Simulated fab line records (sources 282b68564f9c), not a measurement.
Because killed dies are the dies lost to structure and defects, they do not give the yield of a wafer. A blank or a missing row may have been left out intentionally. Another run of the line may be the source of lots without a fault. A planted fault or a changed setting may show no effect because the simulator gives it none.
Split-lot experiment + flow ritCmos + on a route of 202 steps: 5 lots, 23 wafers read

== ON THE SPLIT ==
At RIT_NSD_IMPLANT_08, the setting doseCm2 was moved away from the recipe's 1e+15 on 11 of the 23 wafers read, by -5.6% to +5.5%. This setting was run at the recipe's value on the other wafers.

== FROM THE SPLIT TO THE READING: what the file shows between them, 5 steps ==
- RIT_PSD_IMPLANT_08 (also split here: energyKev)
- RIT_PSD_STRIP_09: strips in O2, time 180 s
- RIT_SDANNEAL_CLEAN_02: cleans in SC2, time 600 s
- RIT_SDANNEAL_RTA_03: time 5 s
- RIT_SDANNEAL_RS_MEAS_04: measures by four-point-probe

== THE READING ==
NSD_RS in ohm/sq, measured at RIT_SDANNEAL_RS_MEAS_05 by four-point-probe. Typical for fault-free wafers on this fab line: 84.51 ohm/sq, with standard deviation 0.19 ohm/sq.

| wafer  | tool, chamber at the split | doseCm2 as run | against the recipe | NSD_RS, ohm/sq | against lot-mates on the recipe |
|--------|----------------------------|----------------|--------------------|----------------|---------------------------------|
| L078.2 | implanter-02, 0            | 1.02e+15       | +2.0%              | 82.94          | -1.40                           |
| L078.3 | implanter-02, 0            | 1e+15          | recipe             | 84.37          | -                               |
| L078.4 | implanter-02, 0            | 1.02e+15       | +2.0%              | 82.95          | -1.39                           |
| L078.5 | implanter-02, 0            | 1e+15          | recipe             | 84.31          | -                               |
| L078.6 | implanter-02, 0            | 1.02e+15       | +2.0%              | 83.20          | -1.14                           |
| L080.2 | implanter-01, 0            | 1e+15          | recipe             | 84.59          | -                               |
| L080.4 | implanter-01, 0            | 1e+15          | recipe             | 84.50          | -                               |
| L080.6 | implanter-01, 0            | 1e+15          | recipe             | 84.43          | -                               |
| L082.1 | implanter-04, 0            | 1e+15          | recipe             | 84.46          | -                               |
| L082.2 | implanter-04, 0            | 9.8e+14        | -2.0%              | 85.96          | +1.36                           |
| L082.3 | implanter-04, 0            | 1e+15          | recipe             | 84.54          | -                               |
| L082.4 | implanter-04, 0            | 9.8e+14        | -2.0%              | 86.17          | +1.57                           |
| L082.5 | implanter-04, 0            | 1e+15          | recipe             | 84.79          | -                               |
| L083.1 | implanter-01, 0            | 1e+15          | recipe             | 84.61          | -                               |
| L083.2 | implanter-01, 0            | 1.055e+15      | +5.5%              | 81.02          | -3.51                           |
| L083.3 | implanter-01, 0            | 1.055e+15      | +5.5%              | 81.09          | -3.44                           |
| L083.4 | implanter-01, 0            | 1.055e+15      | +5.5%              | 81.23          | -3.30                           |
| L083.6 | implanter-01, 0            | 1e+15          | recipe             | 84.44          | -                               |
| L084.2 | implanter-02, 0            | 9.438e+14      | -5.6%              | 88.46          | +3.96                           |
| L084.3 | implanter-02, 0            | 9.438e+14      | -5.6%              | 88.77          | +4.27                           |
| L084.4 | implanter-02, 0            | 9.438e+14      | -5.6%              | 88.40          | +3.91                           |
| L084.5 | implanter-02, 0            | 1e+15          | recipe             | 84.46          | -                               |
| L084.6 | implanter-02, 0            | 1e+15          | recipe             | 84.53          | -                               |

FIT RESULTS
A straight line over all 23 wafers: NSD_RS changes by -0.678 ohm/sq for each +1% of doseCm2; r = -1.00; the points scatter about the line by 0.2 ohm/sq.
The same after taking each lot's own level away (the mean of its wafers on the recipe; 23 wafers): -0.674 ohm/sq for each +1%; r = -1.00; scatter 0.17 ohm/sq.
Per that fit: largest doseCm2 move, reading shift of 3.8 ohm/sq.
From 84.340 to 84.597 ohm/sq: that is the span of the lots' own levels, equal to 1.4 times the standard deviation above.
Hence the lot-to-lot level has little effect on the slope; both slopes agree.
Check: +3.85 ohm/sq against its lot-mates is what the line predicts for one of the wafers moved furthest among these (-5.6%) when that wafer is left out of the fit. Against them it came out at +3.96 ohm/sq.

== THE OTHER SPLITS THESE WAFERS WENT THROUGH ==
These wafers also went through other splits before the reading. Each is held against what the fit with the lots' levels taken away leaves over:
| other split on the same wafers  | wafers away from the commonest value | r with NSD_RS (lot level and that fit taken away) |
|---------------------------------|--------------------------------------|---------------------------------------------------|
| RIT_GATE_ETCH_19 timeS          | 7                                    | -0.04                                             |
| RIT_NLDD_IMPLANT_08 energyKev   | 9                                    | +0.25                                             |
| RIT_PLDD_COAT_01 spinRpm        | 9                                    | +0.05                                             |
| RIT_PLDD_IMPLANT_08 energyKev   | 8                                    | +0.28                                             |
| RIT_SPACER_CVD_03 pressureMtorr | 18                                   | +0.03                                             |
| RIT_PSD_IMPLANT_08 energyKev    | 9                                    | +0.11                                             |

== THE FILE'S OWN FIT ==
NSD_RS changes by -0.674 ohm/sq for each +1% of doseCm2, r = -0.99.
